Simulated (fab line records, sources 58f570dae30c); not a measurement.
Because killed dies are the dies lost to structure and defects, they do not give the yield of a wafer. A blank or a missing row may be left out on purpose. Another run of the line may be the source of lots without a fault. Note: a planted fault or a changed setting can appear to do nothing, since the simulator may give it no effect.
Which tool is to blame?	flow berkeley cmos170	route of 331 steps, sampled at 1 step: 7 lots, 21 wafers

## WHAT THE GAUGES SHOWED, per wafer
UCB170_CONTACT_CD_MEAS_15 targets a cd of 700 nm.
lot	measured	on	cd nm (nm)
L565	day 8 10:56	cd sem-02	699.7 699.2 701.0
L568	day 9 01:11	cd sem-01	701.7 699.7 699.4
L567	day 9 04:05	cd sem-02	699.8 698.7 700.3
L574	day 9 15:13	cd sem-02	698.8 699.5 699.3
L577	day 10 21:04	cd sem-02	701.5 700.1 702.3
L579	day 11 11:16	cd sem-02	698.4 699.6 700.1
L585	day 12 15:56	cd sem-02	701.2 701.2 700.6

## WHAT TOOL EACH LOT RAN ON (gives the tool, then ch and the chambers of the sampled wafers, and finally the start)
There is no process step in the record ahead of these readings.

## THE ANSWER, worked out from the rows above alone
Rule: the lots themselves supply what counts as usual. Put in order of their means at a reading, lots are off if they are a third of the lots or fewer, leave a main group of 4 or more, and stand apart from it by a gap of 3 or more times the standard deviation of the main group's means; of several such gaps the widest counts. A main group is skipped when, at the precision printed for the reading in the tables above, its means are all equal. A lot without any number at a reading at which 4 lots or more have one is off too. All remaining lots with rows at the step are treated as sound.
Nothing can be told from this: no lot is off at any reading shown.

## WHAT THE SIMULATOR HAD INSERTED
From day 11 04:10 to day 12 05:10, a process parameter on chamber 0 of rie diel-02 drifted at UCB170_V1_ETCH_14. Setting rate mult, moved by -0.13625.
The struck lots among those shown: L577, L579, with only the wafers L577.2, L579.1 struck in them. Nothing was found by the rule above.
